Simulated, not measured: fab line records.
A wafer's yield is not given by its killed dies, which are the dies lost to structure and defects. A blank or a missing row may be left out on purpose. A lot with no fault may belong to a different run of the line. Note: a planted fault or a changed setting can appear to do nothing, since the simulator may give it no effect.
fab line records    flow rit_cmos
record: lots: 6  wafers: 18  last_day: 7
route steps=202 shown FOX2@24 NWELL@28 PWELL@39 M1@202
lots with no fault: from the same line, run without faults
start_h: hours from the record's first day to the start of the lot's first wafer shown    wait_h: time in hours since the lot's previous step    " the same as in the row above    L1.1+2: a row that stands for several wafers    - value missing, or start not given    * or withheld: withheld    < > ~ a bound
route shown NAME@n: names a module that has steps shown in the file, with the first one's number in the route    usual: the fault-free wafers' mean and standard deviation    same: alike in all rows    chamber/n: place in a boat    sites: each site's reading    _std_site: standard deviation across them    _edge_site: mean of outer sites minus mean of inner sites    radius_mm: how far each site lies from the wafer's centre    mask NAME#n: copy n    behind: the last tool/chamber to shape the wafer    hold: what put the lot on hold/how long, in hours/how the hold closed    device: which transistor (n, p or np) failed to switch    end of line: tests of these same wafers at the route's end    a step with no rows: only its recipe    killed: not the wafer's yield, but the dies lost to structure and defects at the first sort    map: a wafer's dies, marking killed ones x, the rest . and places with no die _
set.NAME: the setting the step ran with; set.NAME@STEP: the setting that earlier step ran with    model.NAME: the simulator's own value behind a step, which no gauge read
lots seen at some steps along the route; tables by step, rows by wafer
services: a tool's chamber out of use, with start hour (start_h, from the record's first day; less than 0 if before it), hours out, and reason
== steps ==
step: RIT_FOX2_THK_MEAS_01
recipe: reads: SiO2_of_FOX2_OXIDATION_00
usual: FOX2_OXIDE_THK: 349/6.6
lot.wafer  tool           chamber  start_h  wait_h  FOX2_OXIDE_THK[nm]
L227.1     film_metro-03  -        19.35    0.0     353
L227.3     "              -        "        "       360
L227.6     "              -        "        "       355
L228.2     film_metro-04  -        24.56    0.0     351
L228.3     "              -        "        "       360
L228.5     "              -        "        "       352
L237.1     film_metro-03  -        70.79    0.0     350
L237.2     "              -        "        "       348
L237.3     "              -        "        "       347
L238.2     film_metro-04  -        75.12    0.0     339
L238.4     "              -        "        "       347
L238.6     "              -        "        "       340
L242.3     film_metro-03  -        93.66    0.0     341
L242.4     "              -        "        "       342
L242.6     "              -        "        "       343
L250.1     film_metro-03  -        136.04   0.0     349
L250.5     "              -        "        "       352
L250.6     "              -        "        "       352
step: RIT_FOX2_CLEAN_02
recipe: chemistry: dHF  dilution: 50:1  time_s: 180
step: RIT_FOX2_WET_ETCH_03
recipe: chemistry: H3PO4  target: Si3N4  target_depth_nm: 195  temp_c: 165  time_s: 2700
step: RIT_FOX2_THK_MEAS_90
recipe: reads: SiO2_of_FOX2_OXIDATION_00
usual: FIELD_OXIDE_LEFT_1_THK: 322/6.7
lot.wafer  tool           chamber  start_h  wait_h  FIELD_OXIDE_LEFT_1_THK[nm]
L227.1     film_metro-04  -        20.23    0.0     325
L227.3     "              -        "        "       333
L227.6     "              -        "        "       328
L228.2     film_metro-01  -        25.51    0.0     323
L228.3     "              -        "        "       333
L228.5     "              -        "        "       325
L237.1     film_metro-03  -        71.67    0.0     322
L237.2     "              -        "        "       320
L237.3     "              -        "        "       320
L238.2     film_metro-01  -        76.06    0.0     312
L238.4     "              -        "        "       319
L238.6     "              -        "        "       312
L242.3     film_metro-04  -        94.54    0.0     314
L242.4     "              -        "        "       315
L242.6     "              -        "        "       316
L250.1     film_metro-01  -        137.81   0.0     322
L250.5     "              -        "        "       325
L250.6     "              -        "        "       325
step: RIT_NWELL_HMDS_00
recipe: prime_time_s: 60  prime_temp_c: 140
step: RIT_NWELL_COAT_01
recipe: resist: NOVOLAK  spin_rpm: 2000  resist_thk_nm: 1300
step: RIT_NWELL_SOFTBAKE_02
recipe: resist: NOVOLAK  temp_c: 90  time_s: 60
step: RIT_NWELL_EXPOSE_03
recipe: mask_id: M2  na: 0.57  target_cd_nm: 43900  dose_mj: 250
step: RIT_NWELL_PEB_04
recipe: resist: NOVOLAK  temp_c: withheld  time_s: withheld
step: RIT_NWELL_DEVELOP_05
recipe: resist: NOVOLAK  develop_time_s: 68  dev_temp_c: 23
step: RIT_NWELL_OVL_MEAS_06
usual: NWELL_OVL: 0.5/1.4
lot.wafer  tool        chamber  start_h  wait_h  NWELL_OVL[nm]
L227.1     overlay-01  -        21.29    -       -1.0
L227.3     "           -        "        "       0.3
L227.6     "           -        "        "       -2.5
L228.2     overlay-02  -        26.45    -       0.2
L228.3     "           -        "        "       0.4
L228.5     "           -        "        "       -0.1
L237.1     overlay-01  -        72.70    -       1.2
L237.2     "           -        "        "       0.8
L237.3     "           -        "        "       2.1
L238.2     overlay-02  -        77.09    -       -0.3
L238.4     "           -        "        "       -1.1
L238.6     "           -        "        "       -0.9
L242.3     overlay-01  -        95.47    -       2.1
L242.4     "           -        "        "       -0.1
L242.6     "           -        "        "       1.8
L250.1     overlay-02  -        138.75   -       0.0
L250.5     "           -        "        "       1.3
L250.6     "           -        "        "       0.7
step: RIT_NWELL_HARDBAKE_07
recipe: resist: NOVOLAK  temp_c: 140  time_s: 120
step: RIT_NWELL_IMPLANT_08
recipe: species: P  energy_kev: 170  dose_cm2: 5e+13  tilt_deg: 7
usual: beam_energy_keV: 170.00/0.051
lot.wafer  tool          chamber  start_h  wait_h  beam_energy_keV  model.implant.rp_nm  model.implant.drp_nm
L227.1     implanter-01  0        21.58    0.2     169.99           210                  68.82
L227.3     "             0        "        "       169.89           210                  68.82
L227.6     "             0        "        "       169.95           210                  68.82
L228.2     implanter-03  0        26.75    0.2     170.10           213.4                68.82
L228.3     "             0        "        "       170.05           213.4                68.82
L228.5     "             0        "        "       170.06           213.4                68.82
L237.1     implanter-03  0        72.98    0.2     139.32           171.2                59.23
L237.2     "             0        "        "       139.42           171.2                59.23
L237.3     "             0        "        "       139.39           171.2                59.23
L238.2     implanter-03  0        77.39    0.2     139.38           173.1                59.23
L238.4     "             0        "        "       139.37           173.1                59.23
L238.6     "             0        "        "       139.49           173.1                59.23
L242.3     implanter-02  0        95.86    0.2     169.99           213.9                68.82
L242.4     "             0        "        "       169.99           213.9                68.82
L242.6     "             0        "        "       169.97           213.9                68.82
L250.1     implanter-02  0        139.04   0.2     170.01           220.3                68.82
L250.5     "             0        "        "       169.95           220.3                68.82
L250.6     "             0        "        "       169.99           220.3                68.82
step: RIT_NWELL_STRIP_09
recipe: chemistry: O2  time_s: 180  resist: NOVOLAK  platen_temp_c: withheld  power_w: 500  pressure_mtorr: 4000  o2_flow_sccm: 4000
usual: drypump_motor_current_A: 5.6/0.4
lot.wafer  tool             chamber  start_h  wait_h  drypump_motor_current_A  rf_hours_counter_h
L227.1     plasma_asher-01  1        21.73    0.1     5.8                      39
L227.3     "                1        "        "       5.8                      -
L227.6     "                1        "        "       5.8                      -
L228.2     plasma_asher-01  1        26.88    0.1     5.8                      39
L228.3     "                0        "        "       5.9                      -
L228.5     "                1        "        "       5.8                      -
L237.1     plasma_asher-04  0        73.13    0.1     6.1                      28
L237.2     "                1        "        "       5.3                      28
L237.3     "                1        "        "       5.3                      -
L238.2     plasma_asher-02  0        77.52    0.1     5.6                      42
L238.4     "                0        "        "       5.6                      -
L238.6     "                0        "        "       5.6                      -
L242.3     plasma_asher-04  0        96.02    0.1     6.1                      -
L242.4     "                1        "        "       5.2                      -
L242.6     "                0        "        "       6.1                      -
L250.1     plasma_asher-01  1        139.19   0.1     5.9                      3
L250.5     "                1        "        "       5.8                      -
L250.6     "                0        "        "       5.9                      -
step: RIT_NWELL_TW_MEAS_10
usual: NWELL_TW: 2137/9.7
lot.wafer  tool           chamber  start_h  wait_h  NWELL_TW
L227.1     film_metro-02  -        21.91    0.1     2153
L227.3     "              -        "        "       2139
L227.6     "              -        "        "       2143
L228.2     film_metro-01  -        27.06    0.1     2134
L228.3     "              -        "        "       2138
L228.5     "              -        "        "       2144
L237.1     film_metro-03  -        73.31    0.1     2045
L237.2     "              -        "        "       2045
L237.3     "              -        "        "       2057
L238.2     film_metro-01  -        77.70    0.1     2058
L238.4     "              -        "        "       2053
L238.6     "              -        "        "       2059
L242.3     film_metro-01  -        96.16    0.1     2132
L242.4     "              -        "        "       2132
L242.6     "              -        "        "       2133
L250.1     film_metro-03  -        139.36   0.1     2132
L250.5     "              -        "        "       2133
L250.6     "              -        "        "       2144
step: RIT_PWELL_HMDS_00
recipe: prime_time_s: 60  prime_temp_c: 140
step: RIT_M1_PROBE_99
usual: killed_at_contacts: 0.0/0.22  killed_at_front_end: 7/3.1  killed_dies: 7/3.1  killed_open: 3.5/2  killed_short: 3.3/2
same: gross_dies: 264  killed_at_M0_to_M3: 0  killed_at_M4_up: 0  killed_at_back_side: 0  killed_at_other: 0
lot.wafer  tool       chamber  start_h  wait_h  killed_at_contacts  killed_at_front_end  killed_dies  killed_open  killed_short  model.etest.nwell_pinched.rs_ohm_sq  model.etest.well_edge_right.line_ohm_um  model.etest.well_edge_left.line_ohm_um  model.etest.field_p_metal.vt_v  model.etest.field_p.vt_v  model.etest.iso_nwell_nwell.bv_v  model.etest.iso_pplus_pwell.lateral_log10_a_um  model.etest.pmos_narrow.vt_less_v
L227.1     prober-02  -        60.67    0.1     0                   8                    8            2            6             336.7                                179.8                                    183                                     -28.53                          -12.43                    21.96                             -9.235                                          0.02359
L227.3     prober-02  -        60.77    0.2     0                   8                    8            4            4             339.5                                183.5                                    181.5                                   -28.21                          -12.52                    22.42                             -9.282                                          0.02292
L227.6     prober-02  -        60.92    0.2     0                   5                    5            1            4             336.5                                181.4                                    183                                     -28.58                          -12.5                     22.17                             -9.24                                           0.02338
L228.2     prober-01  -        63.41    0.1     0                   5                    5            3            2             334                                  182.9                                    182.3                                   -29.12                          -12.44                    22.07                             -9.29                                           0.02183
L228.3     prober-01  -        63.46    0.2     0                   14                   14           7            7             336.4                                182.4                                    181.7                                   -28.75                          -12.52                    22.29                             -9.243                                          0.0215
L228.5     prober-01  -        63.56    0.2     0                   4                    4            2            2             333.5                                180                                      180.8                                   -29.65                          -12.64                    22.34                             -9.259                                          0.01779
L237.1     prober-02  -        114.13   0.1     0                   3                    3            2            1             350.3                                185.9                                    185.6                                   -25.7                           -11.19                    22.61                             -9.228                                          0.02647
L237.2     prober-02  -        114.18   0.1     0                   5                    5            3            2             342.4                                182.8                                    186.2                                   -25.67                          -11.05                    22.52                             -9.236                                          0.02547
L237.3     prober-02  -        114.23   0.2     0                   0                    0            0            0             341.5                                187.8                                    187.6                                   -26.03                          -11.08                    22.87                             -9.251                                          0.02744
L238.2     prober-01  -        118.99   0.1     0                   1                    1            1            0             344.6                                185.7                                    187.5                                   -25.51                          -10.77                    22.47                             -9.186                                          0.03194
L238.4     prober-01  -        119.09   0.2     0                   10                   10           4            6             349.9                                191                                      186                                     -25.85                          -11.04                    22.41                             -9.239                                          0.02941
L238.6     prober-01  -        119.19   0.2     1                   13                   14           9            5             342                                  185.7                                    186.9                                   -26.12                          -10.88                    22.48                             -9.228                                          0.02825
L242.3     prober-01  -        133.45   0.2     0                   11                   11           6            5             338.6                                185.1                                    183.5                                   -29.31                          -12.5                     22.26                             -9.289                                          0.02023
L242.4     prober-01  -        133.50   0.2     0                   12                   12           5            7             332.8                                183.4                                    182.3                                   -29.75                          -12.46                    21.56                             -9.3                                            0.02373
L242.6     prober-01  -        133.60   0.2     0                   9                    9            4            5             337.3                                184.9                                    185                                     -29.49                          -12.53                    22.23                             -9.314                                          0.02086
L250.1     prober-01  -        176.22   0.1     0                   4                    4            0            4             338.4                                182.6                                    183                                     -29.55                          -13.04                    22                                -9.273                                          0.02235
L250.5     prober-01  -        176.42   0.2     0                   11                   11           9            2             336.8                                182.2                                    181.4                                   -29.59                          -12.95                    22.35                             -9.323                                          0.02059
L250.6     prober-01  -        176.47   0.2     0                   11                   11           6            5             336.2                                180.5                                    181.5                                   -29.61                          -12.99                    22.04                             -9.284                                          0.01738
killed by level:class
L227.1 REOX:geometric_particle:short=4 FOX1:geometric_particle:short=1 FOX2:geometric_particle:open=1 REOX:geometric_particle:open=1 SPACER:geometric_particle:short=1
L227.3 GATE:geometric_particle:short=2 REOX:geometric_particle:open=2 FOX1:geometric_particle:open=1 GATE:geometric_particle:open=1 REOX:geometric_particle:short=1 SPACER:geometric_particle:short=1
L227.6 FOX1:geometric_particle:short=2 SPACER:geometric_particle:short=2 FOX1:geometric_particle:open=1
L228.2 FOX1:geometric_particle:short=1 FOX2:geometric_particle:open=1 GATE:geometric_particle:open=1 SPACER:geometric_particle:open=1 SILICIDE:geometric_particle:short=1
L228.3 GATE:geometric_particle:short=4 REOX:geometric_particle:open=2 SPACER:geometric_particle:open=2 FOX1:geometric_particle:open=1 FOX1:geometric_particle:short=1 GATE:geometric_particle:open=1 SPACER:geometric_particle:short=1 SILICIDE:geometric_particle:open=1
L228.5 GATE:geometric_particle:short=2 GATE:geometric_particle:open=1 SPACER:geometric_particle:open=1
L237.1 FOX2:geometric_particle:open=1 SPACER:geometric_particle:open=1 SPACER:geometric_particle:short=1
L237.2 SPACER:geometric_particle:open=2 ACTIVE:geometric_particle:short=1 FOX1:geometric_particle:short=1 FOX1:geometric_particle:open=1
L237.3
L238.2 REOX:geometric_particle:open=1
L238.4 REOX:geometric_particle:short=2 SILICIDE:geometric_particle:short=2 FOX1:geometric_particle:short=1 FOX1:geometric_particle:open=1 FOX2:geometric_particle:short=1 GATE:geometric_particle:open=1 REOX:geometric_particle:open=1 SILICIDE:geometric_particle:open=1
L238.6 GATE:geometric_particle:open=3 SILICIDE:geometric_particle:open=3 GATE:geometric_particle:short=2 REOX:geometric_particle:open=2 FOX1:geometric_particle:short=1 FOX2:geometric_particle:open=1 REOX:geometric_particle:short=1 CONTACT:geometric_particle:short=1
L242.3 GATE:geometric_particle:short=4 GATE:geometric_particle:open=3 FOX1:geometric_particle:open=2 FOX2:geometric_particle:short=1 FOX2:geometric_particle:open=1
L242.4 GATE:geometric_particle:short=4 GATE:geometric_particle:open=3 FOX1:geometric_particle:short=1 FOX2:geometric_particle:short=1 SPACER:geometric_particle:open=1 SILICIDE:geometric_particle:open=1 SILICIDE:geometric_particle:short=1
L242.6 GATE:geometric_particle:short=2 SILICIDE:geometric_particle:open=2 SILICIDE:geometric_particle:short=2 FOX2:geometric_particle:open=1 REOX:geometric_particle:open=1 SPACER:geometric_particle:short=1
L250.1 GATE:geometric_particle:short=3 SPACER:geometric_particle:short=1
L250.5 FOX2:geometric_particle:open=3 GATE:geometric_particle:short=2 GATE:geometric_particle:open=2 SILICIDE:geometric_particle:open=2 FOX1:geometric_particle:open=1 REOX:geometric_particle:open=1
L250.6 GATE:geometric_particle:open=4 GATE:geometric_particle:short=4 FOX1:geometric_particle:open=1 REOX:geometric_particle:open=1 REOX:geometric_particle:short=1
== services ==
tool             chamber  start_h  hours  kind
implanter-01     -        7.47     5.2    pm
implanter-03     -        67.24    5.5    repair
plasma_asher-02  -        75.76    0.5    repair
plasma_asher-01  -        81.88    3.2    repair
plasma_asher-01  -        108.75   9.0    pm
plasma_asher-01  0        108.75   9.0    vent_cycle
plasma_asher-01  1        108.75   9.0    vent_cycle
plasma_asher-01  -        110.76   0.7    repair
plasma_asher-01  0        117.75   -      clean
plasma_asher-01  1        117.75   -      clean
plasma_asher-02  -        124.14   9.8    repair
implanter-02     -        128.18   0.7    repair
== key ==
first_sign: step: RIT_NWELL_IMPLANT_08  reading: beam_energy_keV  direction: down  sigmas: 99+  usual: 170.00  struck: 139.39
effect: step: RIT_NWELL_TW_MEAS_10  reading: NWELL_TW  direction: down  sigmas: 8.6  usual: 2137  struck: 2053
model_effect: step: RIT_NWELL_IMPLANT_08  value: implant.rp_nm  without: 211.5  struck: 172.2
model_effect: step: RIT_M1_PROBE_99  value: etest.nwell_pinched.rs_ohm_sq  without: 337  struck: 345.1
met_at RIT_NWELL_IMPLANT_08
struck_wafers L237.1,L237.2,L237.3,L238.2,L238.4,L238.6
tester_left_out L237,L238
onset_between 26.75 72.98
earlier_fault: kind: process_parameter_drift  tool: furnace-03  chamber: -  onset_h: 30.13  steps: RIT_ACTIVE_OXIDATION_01  channel: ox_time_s  offset: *  shape: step  end_h: 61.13  acts_in: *  stated: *
fault: kind: process_parameter_drift  tool: implanter-03  chamber: -  onset_h: 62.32  steps: RIT_NWELL_IMPLANT_08  channel: energy_kev  offset: -30.6  shape: step  end_h: 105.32  acts_in: these_recipes_only  stated: 170
tester_left_out: of these lots the tester's yield and bins aren't shown, on N5 and GAA mostly nor the transistor test; their killed dies are dies lost to structure and defects alone, not to doping, threshold or leakage, so they don't give the yield
